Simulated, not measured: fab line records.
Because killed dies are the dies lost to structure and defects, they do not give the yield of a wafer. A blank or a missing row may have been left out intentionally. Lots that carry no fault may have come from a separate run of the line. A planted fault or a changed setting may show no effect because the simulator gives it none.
What tool caused it? ; flow rit_cmos ; 6 lots with 18 wafers sampled at 2 steps, on a route of 202 steps

WHAT EACH GAUGE READ, for each wafer
RIT_SILICIDE_RS_MEAS_02: measurement is done with a four-point probe.
lot;measured;on;SILICIDE_TI_RS (ohm/sq)
L997;day 3 09:41;film_metro-01;51.6 52.7 52.4
L100;day 4 02:21;film_metro-01;53.5 52.9 53.4
L102;day 4 08:55;film_metro-01;51.6 51.7 52.3
L109;day 5 18:23;film_metro-03;65.4 52.8 52.4
L114;day 6 20:06;film_metro-01;52.2 52.0 52.4
L117;day 7 11:08;film_metro-01;53.5 52.9 53.5

WHICH TOOL RAN EACH LOT (tool, then ch and the chambers of the sampled wafers, then the start)
lot;RIT_SILICIDE_SPUTTER_01
L997;pvd_sputter-03, day 3 09:31
L100;pvd_sputter-04, day 4 02:12
L102;pvd_sputter-04, day 4 08:46
L109;pvd_sputter-02, day 5 18:14
L114;pvd_sputter-04, day 6 19:57
L117;pvd_sputter-04, day 7 10:59
- RIT_SILICIDE_SPUTTER_01: material Ti, target thk 30 nm, time 240 s.

THE ANSWER, worked out from the rows above alone
Rule: the usual values come from the lots themselves. Put in order of their means at a reading, lots are off if they are a third of the lots or fewer, leave a main group of 4 or more, and stand apart from it by a gap of 3 or more times the standard deviation of the main group's means; of several such gaps the widest counts. A main group whose means are all the same, to the digits that the tables above print for the reading, isn't used. A lot without any number at a reading at which 4 lots or more have one is off too. Where the step has rows for the other lots, those lots are counted as sound.
Off: at RIT_SILICIDE_RS_MEAS_02 (SILICIDE_TI_RS), L109. Mean 52.6 ohm/sq and standard deviation 0.59 in the main group.
If a tool, at a process step before that reading, ran all the lots that are off and no sound lot after the first of them, it fits. The gauges at RIT_SILICIDE_RS_MEAS_02 are tried like those tools. This does not decide it: 2 tools fit, namely pvd_sputter-02 at RIT_SILICIDE_SPUTTER_01 and film_metro-03 at RIT_SILICIDE_RS_MEAS_02.

WHAT THE SIMULATOR HAD INSERTED
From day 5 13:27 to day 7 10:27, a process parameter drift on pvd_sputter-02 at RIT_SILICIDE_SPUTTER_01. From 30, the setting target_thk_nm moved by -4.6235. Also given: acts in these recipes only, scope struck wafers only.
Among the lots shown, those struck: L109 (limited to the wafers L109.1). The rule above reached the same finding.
